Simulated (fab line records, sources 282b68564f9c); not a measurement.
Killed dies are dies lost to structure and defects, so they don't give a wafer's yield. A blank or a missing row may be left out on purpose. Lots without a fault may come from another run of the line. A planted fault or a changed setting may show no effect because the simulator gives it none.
Problem report in the 8D (eight disciplines) form, filled by code | flow rit_cmos | the parts of the form that need people (team, actions taken, sign-off) are left out

1. THE PROBLEM
run_length_s at RIT_GATE_ETCH_19 reads a mean of 151.8 s on 6 wafers of 2 lots; wafers without a fault read 193.1 s with a standard deviation of 0.49. That is -84 standard deviations from the usual mean.
The step: etches poly-Si in SF6/CHF3/O2, stops on SiO2, time 165 s, target depth 312.5 nm.
First seen on wafer L781.1, day 3 20:22, on rie_si-02. The record holds 42 wafers of 14 lots with a number at this step. Rule for "out", or "out of limits": more than 4 standard deviations from the usual mean. The other wafers with a number count as sound.

2. WHAT IT IS AND WHAT IT IS NOT
question                    | is                           | is not
which readings at this step | run_length_s, oes_product_au | drypump_motor_current_A, throttle_valve_pct
which lots                  | L781, L783                   | L775, L776, L777, L778, L779, L788, L790, L792, L794, L795, L796, L797
which wafers of those lots  | all that have a number       | -
read on which tools         | rie_si-02                    | rie_si-01
when                        | from day 3 20:22             | up to then (15 sound wafers); but 21 sound wafers of L788, L790, L792, L794, L795, L796, L797 came after

3. SUSPECTS, AND WHAT RULES EACH OUT
Counting: a tool at a process step up to the reading stays a suspect if it ran every lot that is out and no sound lot after the first of them.
- rie_si-02 at RIT_GATE_ETCH_19 (etches poly-Si in SF6/CHF3/O2, stops on SiO2, time 165 s, target depth 312.5 nm): ruled out as a lasting fault. Sound lots L795, L797 ran on it after its first lot that is out, L781 (day 3 20:22).
Left after counting: nothing in the record.

4. THE CAUSE (what the simulator had put in)
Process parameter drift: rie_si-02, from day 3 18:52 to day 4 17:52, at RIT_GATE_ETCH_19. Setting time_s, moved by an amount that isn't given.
Counting ruled it out, wrongly.

5. THE CHAIN OF EFFECTS, in route order
Each row: a reading whose mean over the struck wafers that have a number lies more than 3 standard deviations from the usual. Only readings for which the record gives a usual standard deviation are gone through. hours: the time from each lot's start at the first step in this table that gives one to its start at this step, as a median over the lots. sigmas: the change in usual standard deviations.
hours | step             | reading             | usual      | on struck wafers | change | sigmas
0     | RIT_GATE_ETCH_19 | oes_product_au      | 0.844 a.u. | 0.979            | +0.135 | +9.0
0     | RIT_GATE_ETCH_19 | run_length_s        | 193.1 s    | 151.8            | -41.3  | -84
22    | RIT_M1_PROBE_99  | killed_at_front_end | 7          | 258              | +252   | +84
22    | RIT_M1_PROBE_99  | killed_dies         | 7          | 258              | +252   | +84
22    | RIT_M1_PROBE_99  | killed_on_rim       | 2.0        | 69.3             | +67.3  | +56
The process steps in it:
- RIT_GATE_ETCH_19: etches poly-Si in SF6/CHF3/O2, stops on SiO2, time 165 s, target depth 312.5 nm.
- RIT_M1_PROBE_99

6. WHAT WOULD HAVE CAUGHT IT SOONER
In this record the first reading out of limits was taken at day 3 20:22, 2 hours after the fault began at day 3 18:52.
